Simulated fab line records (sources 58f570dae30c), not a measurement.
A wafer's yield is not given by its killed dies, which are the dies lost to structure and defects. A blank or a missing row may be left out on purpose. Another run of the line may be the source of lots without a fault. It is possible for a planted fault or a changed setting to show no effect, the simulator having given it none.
Which of the tools did it? / flow berkeleyCmos170 / at 1 step of a route of 331, 7 lots with 21 wafers sampled

== WHAT THE GAUGES READ, wafer by wafer ==
UCB170_PFIELD_OVL_MEAS_06.
lot=L766; measured=day 5 00:42; on=overlay-02; PFIELD_OVL (nm)=6 -2 -3
lot=L769; measured=day 5 12:40; on=overlay-02; PFIELD_OVL (nm)=-3 -2 1
lot=L770; measured=day 5 23:52; on=overlay-01; PFIELD_OVL (nm)=-8 -4 -1
lot=L774; measured=day 6 12:49; on=overlay-02; PFIELD_OVL (nm)=3 2 5
lot=L776; measured=day 7 00:52; on=overlay-02; PFIELD_OVL (nm)=-3 -5 12
lot=L779; measured=day 7 13:37; on=overlay-01; PFIELD_OVL (nm)=2 -8 -4
lot=L783; measured=day 8 11:01; on=overlay-02; PFIELD_OVL (nm)=2 7 -6

== TOOL THAT RAN EACH LOT (tool first, then ch and the chambers of the sampled wafers, then the start) ==
There is no process step in the record ahead of these readings.

== THE ANSWER, worked out from the rows above alone ==
Rule: what is usual is taken from the lots themselves. The widest of any qualifying gaps counts: lots, ordered by their means at a reading, are off when they make up no more than a third of the lots, leave a main group of 4 or more, and stand apart from it by 3 or more times the standard deviation of that group's means. If all means in a main group match to the digits the tables above print for the reading, that group is not used. A lot without any number at a reading at which 4 lots or more have one is off too. Any other lot the step has rows for is counted as sound.
No lot is off on any of the readings shown, so nothing can be concluded from this.

== WHAT WAS PUT IN BY THE SIMULATOR ==
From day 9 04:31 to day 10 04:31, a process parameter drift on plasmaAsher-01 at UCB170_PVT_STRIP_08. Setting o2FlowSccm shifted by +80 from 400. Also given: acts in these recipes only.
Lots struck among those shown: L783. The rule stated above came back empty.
